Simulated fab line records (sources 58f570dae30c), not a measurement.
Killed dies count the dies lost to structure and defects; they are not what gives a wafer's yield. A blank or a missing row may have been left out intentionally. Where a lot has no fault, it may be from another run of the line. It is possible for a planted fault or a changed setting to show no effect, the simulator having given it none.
The tool behind it: which one?    flow berkeley_cmos170    13 lots with 39 wafers sampled at 4 steps, on a route of 331 steps

## WHAT THE GAUGES SHOWED, per wafer
UCB170_M1_CD_MEAS_90 targets a cd of 700 nm.
lot   measured      on         cd_nm (nm)
L610  day 7 01:20   cd_sem-02  698.6 700.4 699.7
L612  day 7 15:47   cd_sem-02  694.4 697.8 698.8
L613  day 7 15:42   cd_sem-01  703.3 699.9 699.9
L614  day 7 19:45   cd_sem-02  700.1 699.2 696.9
L615  day 8 01:24   cd_sem-02  697.2 695.5 699.0
L611  day 8 09:41   cd_sem-01  702.6 698.5 703.8
L619  day 8 18:01   cd_sem-02  697.1 700.4 697.6
L621  day 9 04:49   cd_sem-02  698.8 704.7 703.5
L629  day 10 20:28  cd_sem-01  699.6 701.1 702.2
L627  day 10 21:19  cd_sem-02  699.4 698.2 698.6
L631  day 11 03:43  cd_sem-02  697.0 698.1 694.9
L632  day 11 04:05  cd_sem-01  697.8 698.0 698.3
L633  day 11 10:05  cd_sem-01  700.3 699.8 696.5

## EACH LOT AND THE TOOL THAT RAN IT (in order: tool; ch and the chambers of the sampled wafers; start)
lot   UCB170_CONTACT_RTA_08             UCB170_M1_METAL_ETCH_12            UCB170_M1_STRIP_13
L610  rtp_anneal-01 ch 0, day 6 21:07   rie_metal-01 ch 0,1, day 7 01:06   plasma_asher-03 ch 0,1, day 7 01:13
L612  rtp_anneal-01 ch 0, day 7 11:54   rie_metal-01 ch 0,1, day 7 15:33   plasma_asher-04 ch 0,1, day 7 15:41
L613  rtp_anneal-02 ch 0, day 7 11:54   rie_metal-04 ch 0, day 7 15:20     plasma_asher-02 ch 0,1, day 7 15:36
L614  rtp_anneal-02 ch 0, day 7 16:19   rie_metal-04 ch 0,1, day 7 19:30   plasma_asher-02 ch 0,1, day 7 19:38
L615  rtp_anneal-02 ch 0, day 7 21:40   rie_metal-02 ch 0,1, day 8 01:10   plasma_asher-02 ch 0,1, day 8 01:18
L611  rtp_anneal-01 ch 0, day 8 05:36   rie_metal-01 ch 0,1, day 8 09:25   plasma_asher-03 ch 0,1, day 8 09:34
L619  rtp_anneal-02 ch 0, day 8 14:04   rie_metal-01 ch 0,1, day 8 17:46   plasma_asher-03 ch 0,1, day 8 17:54
L621  rtp_anneal-02 ch 0, day 9 01:25   rie_metal-01 ch 0,1, day 9 04:35   plasma_asher-03 ch 0,1, day 9 04:43
L629  rtp_anneal-02 ch 0, day 10 17:04  rie_metal-02 ch 0,1, day 10 20:14  plasma_asher-04 ch 0,1, day 10 20:22
L627  rtp_anneal-01 ch 0, day 10 17:15  rie_metal-04 ch 1, day 10 20:58    plasma_asher-02 ch 0,1, day 10 21:13
L631  rtp_anneal-02 ch 0, day 11 00:07  rie_metal-02 ch 0,1, day 11 03:27  plasma_asher-04 ch 0,1, day 11 03:35
L632  rtp_anneal-01 ch 0, day 11 00:29  rie_metal-04 ch 1, day 11 03:44    plasma_asher-03 ch 0,1, day 11 03:59
L633  rtp_anneal-02 ch 0, day 11 05:47  rie_metal-02 ch 0,1, day 11 09:50  plasma_asher-04 ch 0,1, day 11 09:58
- UCB170_CONTACT_RTA_08: time 10 s.
- UCB170_M1_METAL_ETCH_12: etches Al in Cl2/BCl3, stops on PSG, target depth 780 nm, time 130 s.
- UCB170_M1_STRIP_13: strips in O2.

## AS READ BY THE TOOLS THEMSELVES (means over the sampled wafers that have a number; for cases with no such wafer, the mark the record gives instead)
UCB170_CONTACT_RTA_08.
lot   tool           lamp_power_pct (%)  wafer_temp_C_max
L610  rtp_anneal-01  24.17               902.8
L612  rtp_anneal-01  24.16               903.8
L613  rtp_anneal-02  24.33               903.6
L614  rtp_anneal-02  24.29               904.0
L615  rtp_anneal-02  24.30               904.1
L611  rtp_anneal-01  24.18               903.0
L619  rtp_anneal-02  24.32               903.4
L621  rtp_anneal-02  24.30               903.7
L629  rtp_anneal-02  24.31               903.2
L627  rtp_anneal-01  24.17               902.7
L631  rtp_anneal-02  24.30               903.7
L632  rtp_anneal-01  24.16               903.0
L633  rtp_anneal-02  24.31               903.9

UCB170_M1_METAL_ETCH_12.
lot   tool          drypump_motor_current_A (A)  oes_product_au (a.u.)  throttle_valve_pct (%)
L610  rie_metal-01  6.1                          0.836                  24.52
L612  rie_metal-01  6.1                          0.841                  24.52
L613  rie_metal-04  6.3                          0.877                  24.44
L614  rie_metal-04  5.7                          0.850                  24.56
L615  rie_metal-02  5.4                          0.861                  24.61
L611  rie_metal-01  6.1                          0.830                  24.53
L619  rie_metal-01  6.1                          0.839                  24.52
L621  rie_metal-01  6.3                          0.846                  24.60
L629  rie_metal-02  5.4                          0.864                  24.60
L627  rie_metal-04  5.4                          0.834                  24.61
L631  rie_metal-02  5.4                          0.866                  24.60
L632  rie_metal-04  5.3                          0.837                  24.60
L633  rie_metal-02  5.1                          0.860                  24.61

UCB170_M1_STRIP_13.
lot   tool             drypump_motor_current_A (A)  oes_product_au (a.u.)
L610  plasma_asher-03  5.64                         0.722
L612  plasma_asher-04  5.95                         0.721
L613  plasma_asher-02  5.86                         0.717
L614  plasma_asher-02  5.85                         0.723
L615  plasma_asher-02  5.83                         0.719
L611  plasma_asher-03  5.64                         0.715
L619  plasma_asher-03  5.73                         0.718
L621  plasma_asher-03  5.73                         0.722
L629  plasma_asher-04  5.94                         0.719
L627  plasma_asher-02  5.83                         0.718
L631  plasma_asher-04  5.93                         0.717
L632  plasma_asher-03  5.73                         0.719
L633  plasma_asher-04  5.96                         0.718

## THE ANSWER, worked out from the rows above alone
Rule: the usual values come from the lots themselves. The widest of any qualifying gaps counts: lots, ordered by their means at a reading, are off when they make up no more than a third of the lots, leave a main group of 4 or more, and stand apart from it by 3 or more times the standard deviation of that group's means. A main group whose means are all the same, to the digits that the tables above print for the reading, isn't used. A lot without any number at a reading at which 4 lots or more have one is off too. The other lots that the step has rows for count as sound. First the gauges in route order, then the tools' own readings, where a lot's mean is used as printed above. The first step at which some lot is off is used, and at that step the reading that is off furthest; a lot without a number counts as furthest.
No lot is off at any reading shown: from this, nothing can be told.

## WHAT HAD BEEN PUT IN BY THE SIMULATOR
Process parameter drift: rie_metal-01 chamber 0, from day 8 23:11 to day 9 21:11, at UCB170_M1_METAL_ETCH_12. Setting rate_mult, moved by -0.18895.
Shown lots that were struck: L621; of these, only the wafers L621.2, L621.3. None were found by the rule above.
